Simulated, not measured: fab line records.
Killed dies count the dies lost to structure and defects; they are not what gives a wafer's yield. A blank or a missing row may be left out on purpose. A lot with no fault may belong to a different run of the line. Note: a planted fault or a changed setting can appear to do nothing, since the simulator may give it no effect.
Which of the tools did it? -- flow rit cmos -- Sampling: 14 lots, 42 wafers, 6 of 202 route steps

WHAT THE GAUGES SHOWED, per wafer
RIT_ACTIVE_THK_MEAS_02.
lot,measured,on,ACTIVE_OXIDE_THK (nm)
L102,day 1 19:38,film metro-01,46.4 46.3 47.4
L103,day 2 00:46,film metro-04,46.8 47.0 47.3
L104,day 2 03:59,film metro-04,47.4 47.3 47.7
L106,day 2 13:04,film metro-01,48.2 49.5 48.4
L107,day 2 18:37,film metro-02,48.7 48.5 48.9
L110,day 3 12:07,film metro-01,45.7 45.8 45.5
L111,day 3 14:28,film metro-02,47.1 47.4 47.5
L112,day 3 19:04,film metro-04,46.4 47.0 46.5
L114,day 4 05:14,film metro-04,46.5 46.1 45.7
L115,day 4 10:04,film metro-01,46.9 46.5 46.8
L121,day 5 18:32,film metro-01,47.7 48.1 48.2
L122,day 6 05:41,film metro-02,46.2 47.1 46.6
L123,day 6 05:41,film metro-01,47.4 47.4 46.7
L124,day 6 12:26,film metro-04,48.3 48.5 48.1

RIT_ACTIVE_THK_MEAS_04.
lot,measured,on,ACTIVE_NITRIDE_THK (nm)
L102,day 1 21:07,film metro-01,149.2 149.5 148.4
L103,day 2 02:57,film metro-04,148.1 148.5 149.1
L104,day 2 06:10,film metro-02,149.9 149.8 149.2
L106,day 2 14:33,film metro-01,151.8 153.2 152.2
L107,day 2 20:05,film metro-01,150.6 150.9 151.9
L110,day 3 13:35,film metro-01,151.7 151.6 151.3
L111,day 3 15:56,film metro-01,150.4 150.9 150.2
L112,day 3 20:32,film metro-01,148.7 148.0 149.3
L114,day 4 06:53,film metro-04,149.1 149.2 148.2
L115,day 4 11:32,film metro-04,149.7 149.4 148.0
L121,day 5 20:01,film metro-02,147.4 149.2 149.6
L122,day 6 07:52,film metro-01,148.8 148.1 148.8
L123,day 6 07:52,film metro-04,148.4 148.4 149.0
L124,day 6 13:55,film metro-02,149.5 149.9 149.7

RIT_PWELL_OVL_MEAS_06.
lot,measured,on,PWELL_OVL (nm)
L102,day 2 08:20,overlay-02,2.0 0.3 2.8
L103,day 2 14:20,overlay-02,1.3 -0.5 1.5
L104,day 2 15:05,overlay-02,-0.5 -1.8 -2.5
L106,day 3 03:01,overlay-01,-1.2 -0.4 -1.2
L107,day 3 05:42,overlay-02,0.2 1.1 1.0
L110,day 3 22:28,overlay-01,-0.7 0.6 0.8
L111,day 4 01:56,overlay-01,-0.2 1.4 -0.8
L112,day 4 10:14,overlay-01,-2.7 -0.7 -1.2
L114,day 4 15:41,overlay-01,-1.9 -2.9 -3.2
L115,day 4 22:06,overlay-02,-0.4 -2.7 -5.0
L121,day 6 13:17,overlay-01,1.9 2.6 2.2
L122,day 6 17:39,overlay-01,0.3 0.2 0.5
L123,day 6 17:53,overlay-02,0.9 2.0 2.1
L124,day 7 02:40,overlay-01,-1.2 -1.0 -0.2

RIT_NLDD_TW_MEAS_10.
lot,measured,on,NLDD_TW
L102,day 3 07:28,film metro-01,2469 2480 2459
L103,day 3 10:06,film metro-02,2498 2498 2497
L104,day 3 12:40,film metro-01,2466 2483 2461
L106,day 4 00:20,film metro-04,2481 2473 2494
L107,day 4 03:25,film metro-01,2468 2451 2473
L110,day 4 22:59,film metro-04,2498 2495 2476
L111,day 5 01:25,film metro-04,2484 2489 2477
L112,day 5 11:03,film metro-04,2489 2492 2483
L114,day 5 14:43,film metro-04,2318 2323 2315
L115,day 6 04:23,film metro-02,2365 2367 2367
L121,day 7 13:14,film metro-02,2521 2516 2531
L122,day 7 21:10,film metro-04,2486 2485 2495
L123,day 7 18:47,film metro-02,2530 2530 2525
L124,day 8 00:31,film metro-04,2495 2478 2486

RIT_SDANNEAL_RS_MEAS_07: a four-point-probe measurement.
lot,measured,on,NLDD_RS (ohm/sq)
L102,day 3 15:22,film metro-04,150.8 150.6 150.6
L103,day 3 17:59,film metro-01,150.5 150.6 150.8
L104,day 3 20:35,film metro-04,150.7 150.7 150.8
L106,day 4 09:55,film metro-02,150.6 150.7 150.9
L107,day 4 12:50,film metro-02,150.3 150.4 150.8
L110,day 5 06:44,film metro-04,151.0 150.0 150.4
L111,day 5 10:32,film metro-01,150.4 150.6 151.0
L112,day 5 20:22,film metro-01,149.8 150.3 150.0
L114,day 5 23:26,film metro-04,184.5 184.9 185.8
L115,day 6 12:36,film metro-02,183.5 184.0 183.5
L121,day 7 23:02,film metro-04,150.7 151.5 150.6
L122,day 8 05:29,film metro-02,150.5 150.8 150.2
L123,day 8 03:58,film metro-01,149.8 149.9 149.2
L124,day 8 09:34,film metro-04,151.2 150.4 150.5

WHAT TOOL EACH LOT RAN ON (gives the tool, then ch and the chambers of the sampled wafers, and finally the start)
lot,RIT_NLDD_IMPLANT_08
L102,"implanter-03 ch 0, day 3 07:10"
L103,"implanter-02 ch 0, day 3 09:47"
L104,"implanter-02 ch 0, day 3 12:21"
L106,"implanter-03 ch 0, day 4 00:03"
L107,"implanter-03 ch 0, day 4 03:05"
L110,"implanter-02 ch 0, day 4 22:40"
L111,"implanter-03 ch 0, day 5 01:05"
L112,"implanter-03 ch 0, day 5 10:44"
L114,"implanter-03 ch 0, day 5 14:24"
L115,"implanter-03 ch 0, day 6 04:05"
L121,"implanter-01 ch 0, day 7 12:58"
L122,"implanter-02 ch 0, day 7 20:50"
L123,"implanter-02 ch 0, day 7 18:28"
L124,"implanter-02 ch 0, day 8 00:11"
- RIT_NLDD_IMPLANT_08

WHAT THE TOOLS THEMSELVES READ (means of the sampled wafers that have a number; where no wafer has one, the mark that the record gives instead)
RIT_NLDD_IMPLANT_08.
lot,tool,beam on s (s),end station pressure torr (Torr)
L102,implanter-03,10.01,6.4e-06
L103,implanter-02,10.14,6.1e-06
L104,implanter-02,10.08,6.2e-06
L106,implanter-03,9.97,6.2e-06
L107,implanter-03,10.05,6.2e-06
L110,implanter-02,10.15,6.2e-06
L111,implanter-03,9.76,6.2e-06
L112,implanter-03,9.80,6.2e-06
L114,implanter-03,9.81,6.1e-06
L115,implanter-03,10.02,6.3e-06
L121,implanter-01,10.04,6.2e-06
L122,implanter-02,9.83,6.4e-06
L123,implanter-02,10.02,6.3e-06
L124,implanter-02,10.13,6.3e-06

THE ANSWER, worked out from the rows above alone
Rule: the lots themselves supply what counts as usual. Put in order of their means at a reading, lots are off if they are a third of the lots or fewer, leave a main group of 4 or more, and stand apart from it by a gap of 3 or more times the standard deviation of the main group's means; of several such gaps the widest counts. The tables above print the reading to a certain number of digits; a main group whose means all agree to those digits is not used. Also off: a lot with no number at a reading for which 4 or more lots have one. Where the step has rows for the other lots, those lots are counted as sound. The gauges are gone through in route order, then the tools' own readings, and for those a lot's mean is taken as printed above. At the first step where some lot is off, the reading lying furthest off is the one used; lots without a number count as furthest.
Off: at RIT_NLDD_TW_MEAS_10 (NLDD_TW), L114, L115. For the main group the mean is 2489 and the standard deviation 19.
A tool fits if, at a process step before that reading, it ran every lot that is off, and no sound lot after the first of them. Those tools and the gauges at RIT_NLDD_TW_MEAS_10 are tried in the same way. One fits: implanter-03 at RIT_NLDD_IMPLANT_08. Its last sound lot is L112 (day 5 10:44), its first lot that is off L114 (day 5 14:24): a fault that began between those two fits.

WHAT THE SIMULATOR PUT IN
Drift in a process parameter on implanter-03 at RIT_NLDD_IMPLANT_08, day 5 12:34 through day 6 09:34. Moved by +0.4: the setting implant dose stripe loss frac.
Lots struck among those shown: L114, L115. The same result came from the rule above.
